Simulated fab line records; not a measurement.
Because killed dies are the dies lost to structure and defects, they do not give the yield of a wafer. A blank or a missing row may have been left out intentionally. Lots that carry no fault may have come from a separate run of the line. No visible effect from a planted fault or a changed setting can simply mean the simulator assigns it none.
8D (eight disciplines) problem report, filled in by code	flow rit cmos	the parts of the form that need people (team, actions taken, sign-off) are left out

## 1. WHAT IS WRONG
PWELL_TW at RIT_PWELL_TW_MEAS_10 reads a mean of 761 on 6 wafers of 2 lots; wafers without a fault read 947 with a standard deviation of 11. That puts it -17 standard deviations away from the usual mean.
Seen first at day 2 13:29 on film metro-01, wafer L506.2. Wafers with a number at this step in the record: 42, from 14 lots. The rule behind "out" and "out of limits": a value lying over 4 standard deviations away from the usual mean. Any other wafer with a number is counted as sound.

## 2. WHAT IT IS, WHAT IT ISN'T
question	is	is not
which readings at this step	PWELL_TW	-
which lots	L506, L507	L503, L504, L505, L508, L509, L515, L516, L518, L523, L524, L525, L526
which wafers of those lots	all that have a number	-
read on which gauges	film metro-01, film metro-04	film metro-02
when	from day 2 13:29	up to then (9 sound wafers); but 27 sound wafers of L508, L509, L515, L516, L518, L523, L524, L525, L526 came after

## 3. WHAT RULES OUT EACH SUSPECT
Counting: any tool at a process step up to the reading is kept as a suspect provided that every lot that is out went through it and no sound lot did after the first of them.
- the gauge at RIT_PWELL_TW_MEAS_10: ruled out. The wafers that are out were read on 2 gauges (film metro-01, film metro-04).
- implanter-04 at RIT_PWELL_IMPLANT_08: ruled out as a lasting fault. Sound lots L524, L525 ran on it after its first lot that is out, L506 (day 2 13:11).
Left after counting: nothing in the record.

## 4. THE CAUSE (what the simulator had put in)
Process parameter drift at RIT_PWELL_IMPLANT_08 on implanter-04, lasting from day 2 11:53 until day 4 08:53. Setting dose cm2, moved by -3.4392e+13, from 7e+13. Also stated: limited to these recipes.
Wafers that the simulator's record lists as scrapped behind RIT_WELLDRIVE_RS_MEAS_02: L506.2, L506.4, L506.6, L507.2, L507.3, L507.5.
It was ruled out by counting, in error; the rule expects a fault to strike all lots run on its tool from its start on, and this fault did not.

## 5. THE CHAIN OF EFFECTS, in route order
Each row: a reading where the mean over the struck wafers with a number is more than 3 standard deviations away from the usual. Scope: only readings with a usual standard deviation given in the record; hours: median across lots of the time from each lot's start at the first step in this table that gives one to its start at this step; sigmas: change in usual standard deviations.
hours	step	reading	usual	on struck wafers	change	sigmas
0	RIT_PWELL_IMPLANT_08	dose ions cm2	7e+13	4e+13	-3e+13	-99 or more
0	RIT_PWELL_IMPLANT_08	faraday current uA	222	112	-110	-27
0	RIT_PWELL_TW_MEAS_10	PWELL_TW	947	761	-186	-17
12	RIT_WELLDRIVE_RS_MEAS_02	PWELL_RS	429.7 ohm/sq	673.6	+243.9	+99 or more
Its process steps:
- RIT_PWELL_IMPLANT_08

## 6. HOW IT WOULD HAVE BEEN CAUGHT EARLIER
The first out-of-limits reading at a measuring or inspecting step in this record came at day 2 13:29, 2 hours after the fault's start at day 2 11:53.
The tool's own readings at RIT_PWELL_IMPLANT_08 were out on every struck wafer that the step has a row for (dose ions cm2, faraday current uA): an alarm limit on them would have fired on the first of those.
